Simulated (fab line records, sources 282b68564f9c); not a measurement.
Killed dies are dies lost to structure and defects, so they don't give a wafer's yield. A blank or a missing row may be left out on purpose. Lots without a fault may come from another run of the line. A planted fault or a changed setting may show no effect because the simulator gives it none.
A struck lot beside a sound one | flow rit_cmos | 43 steps out of a route of 202
Sound: wafers L876.3, L876.4, L876.5. Struck: wafers L891.4, L891.5, L891.6. The cause comes at the end.
At each step with rows: each side's tool, then ch and its chambers, then its first start. Under that, the readings that differ: sound wafers | struck wafers | difference of the means | sigmas: that difference in standard deviations of wafers without a fault.
alike: readings whose means differ by less than 2 such deviations, and words and numbers that are the same on both sides. not compared: withheld readings, readings that some wafer has no value for, bounds like >300 that may hide the same value, and numbers for which the record gives no deviation and whose values overlap.
The two part at a step that has a row with sigmas, a row that says differs or no value, or rows on one side only. Numbers that don't overlap but have no deviation are shown without sigmas and don't part them. A reading that every wafer of one side lacks parts them only if that side has two wafers or more.

first, 2 steps without rows for these wafers: RIT_NLDD_HARDBAKE_07 (time 60 s); RIT_NLDD_IMPLANT_08.
RIT_NLDD_STRIP_09: strips in O2, time 180 s.
  sound on plasma_asher-03 ch 0,1, day 3 04:33; struck on plasma_asher-02 ch 0,1, day 6 00:56
  alike: drypump_motor_current_A, o2_flow_sccm
  not compared: rf_hours_counter_h
RIT_NLDD_TW_MEAS_10:
  sound on film_metro-03, day 3 04:41; struck on film_metro-04, day 6 01:04
  reading | sound          | struck         | difference | sigmas
  NLDD_TW | 2522 2520 2510 | 2474 2475 2471 | -44        | -2
then, 6 steps without rows for these wafers: RIT_PLDD_HMDS_00 (prime time 60 s); RIT_PLDD_COAT_01 (resist thk 1000 nm); RIT_PLDD_SOFTBAKE_02 (time 60 s); RIT_PLDD_EXPOSE_03 (exposes mask M8, target cd 40900 nm); RIT_PLDD_PEB_04; RIT_PLDD_DEVELOP_05 (develop time 50 s).
RIT_PLDD_OVL_MEAS_06:
  sound on overlay-01, day 3 05:44; struck on overlay-01, day 6 01:58
  alike: PLDD_OVL
then, 1 step without rows for these wafers: RIT_PLDD_HARDBAKE_07 (time 60 s).
RIT_PLDD_IMPLANT_08:
  sound on implanter-02 ch 0, day 3 05:58; struck on implanter-02, day 6 02:13
  no value came back on the struck wafers for beam_energy_keV, beam_on_s (s), tilt_deg (degrees); on the sound wafers beam_energy_keV reads 19.985 20.007 19.996
RIT_PLDD_STRIP_09: strips in O2, time 180 s.
  sound on plasma_asher-01 ch 0,1, day 3 06:07; struck on plasma_asher-01 ch 0,1, day 6 02:21
  alike: drypump_motor_current_A, o2_flow_sccm
  not compared: rf_hours_counter_h
RIT_PLDD_TW_MEAS_10:
  sound on film_metro-03, day 3 06:16; struck on film_metro-03, day 6 02:30
  reading | sound          | struck   | difference | sigmas
  PLDD_TW | 2376 2375 2384 | 30 30 30 | -2348      | -99 or more
then, 4 steps without rows for these wafers: RIT_SPACER_CLEAN_00 (cleans in SC1, time 600 s); RIT_SPACER_CLEAN_01 (cleans in dHF, time 30 s); RIT_SPACER_CLEAN_02 (cleans in SC2, time 600 s); RIT_SPACER_CVD_03 (deposits Si3N4 from SiH2Cl2/NH3, target thk 250 nm, time 3300 s).
RIT_SPACER_THK_MEAS_04:
  sound on film_metro-02, day 3 08:36; struck on film_metro-02, day 6 04:50
  alike: SPACER_NITRIDE_THK
RIT_SPACER_ETCHBACK_05: etches Si3N4 in SF6/CHF3, stops on SiO2, target depth 250 nm, time 240 s.
  sound on rie_diel-03 ch 0,1,2, day 3 08:38; struck on rie_diel-03 ch 0,2,3, day 6 04:52
  alike: drypump_motor_current_A, oes_product_au, throttle_valve_pct
  not compared: rf_hours_counter_h
then, 6 steps without rows for these wafers: RIT_NSD_HMDS_00 (prime time 60 s); RIT_NSD_COAT_01 (resist thk 1000 nm); RIT_NSD_SOFTBAKE_02 (time 60 s); RIT_NSD_EXPOSE_03 (exposes mask M9, target cd 40700 nm); RIT_NSD_PEB_04; RIT_NSD_DEVELOP_05 (develop time 50 s).
RIT_NSD_OVL_MEAS_06:
  sound on overlay-01, day 3 09:47; struck on overlay-01, day 6 06:01
  alike: NSD_OVL
then, 2 steps without rows for these wafers: RIT_NSD_HARDBAKE_07 (time 60 s); RIT_NSD_IMPLANT_08.
RIT_NSD_STRIP_09: strips in O2, time 180 s.
  sound on plasma_asher-02 ch 0,1, day 3 10:10; struck on plasma_asher-03 ch 0,1, day 6 06:23
  alike: drypump_motor_current_A, o2_flow_sccm
  not compared: rf_hours_counter_h
RIT_NSD_TW_MEAS_10:
  sound on film_metro-01, day 3 10:18; struck on film_metro-03, day 6 06:32
  alike: NSD_TW
then, 6 steps without rows for these wafers: RIT_PSD_HMDS_00 (prime time 60 s); RIT_PSD_COAT_01 (resist thk 1000 nm); RIT_PSD_SOFTBAKE_02 (time 60 s); RIT_PSD_EXPOSE_03 (exposes mask M10, target cd 40900 nm); RIT_PSD_PEB_04; RIT_PSD_DEVELOP_05 (develop time 50 s).
RIT_PSD_OVL_MEAS_06:
  sound on overlay-02, day 3 11:19; struck on overlay-02, day 6 07:26
  alike: PSD_OVL
then, 2 steps without rows for these wafers: RIT_PSD_HARDBAKE_07 (time 60 s); RIT_PSD_IMPLANT_08.
RIT_PSD_STRIP_09: strips in O2, time 180 s.
  sound on plasma_asher-01 ch 0,1, day 3 11:43; struck on plasma_asher-03 ch 0,1, day 6 07:49
  alike: drypump_motor_current_A, o2_flow_sccm
  not compared: rf_hours_counter_h
RIT_SDANNEAL_RS_MEAS_06: measures by four-point-probe.
  sound on film_metro-03, day 3 12:35; struck on film_metro-01, day 6 08:43
  reading          | sound             | struck            | difference | sigmas
  PLDD_RS (ohm/sq) | 179.0 178.8 178.9 | 133.1 133.0 133.2 | -45.8      | -99 or more

WHERE THEY PART
First at RIT_NLDD_TW_MEAS_10; last, within this record, at RIT_SDANNEAL_RS_MEAS_06.

WHY: what the simulator had put in
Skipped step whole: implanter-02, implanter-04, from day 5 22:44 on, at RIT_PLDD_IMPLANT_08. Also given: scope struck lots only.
